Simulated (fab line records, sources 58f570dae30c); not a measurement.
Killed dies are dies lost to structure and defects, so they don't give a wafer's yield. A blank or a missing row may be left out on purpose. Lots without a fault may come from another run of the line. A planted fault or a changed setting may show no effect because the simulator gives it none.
Which tool did it? | flow berkeley_cmos170 | 7 lots, 21 wafers sampled, at 1 step of a route of 331

WHAT THE GAUGES READ, wafer by wafer
UCB170_NVT_OVL_MEAS_06.
lot  | measured     | on         | NVT_OVL (nm)
L424 | day 6 20:14  | overlay-01 | -4 -7 -3
L428 | day 7 10:10  | overlay-01 | 2 -6 0
L427 | day 7 10:52  | overlay-01 | 1 2 8
L433 | day 7 21:46  | overlay-02 | -14 -5 -12
L440 | day 9 12:46  | overlay-01 | 6 9 2
L441 | day 9 19:14  | overlay-01 | 4 1 8
L447 | day 10 23:48 | overlay-01 | 0 0 -4

WHICH TOOL RAN EACH LOT (tool, then ch and the chambers of the sampled wafers, then the start)
The record holds no process step before these readings.

THE ANSWER, worked out from the rows above alone
Rule: what is usual is taken from the lots themselves. Put in order of their means at a reading, lots are off if they are a third of the lots or fewer, leave a main group of 4 or more, and stand apart from it by a gap of 3 or more times the standard deviation of the main group's means; of several such gaps the widest counts. A main group whose means are all the same, to the digits that the tables above print for the reading, isn't used. A lot without any number at a reading at which 4 lots or more have one is off too. The other lots that the step has rows for count as sound.
No lot is off at any reading shown: from this, nothing can be told.

WHAT THE SIMULATOR HAD PUT IN
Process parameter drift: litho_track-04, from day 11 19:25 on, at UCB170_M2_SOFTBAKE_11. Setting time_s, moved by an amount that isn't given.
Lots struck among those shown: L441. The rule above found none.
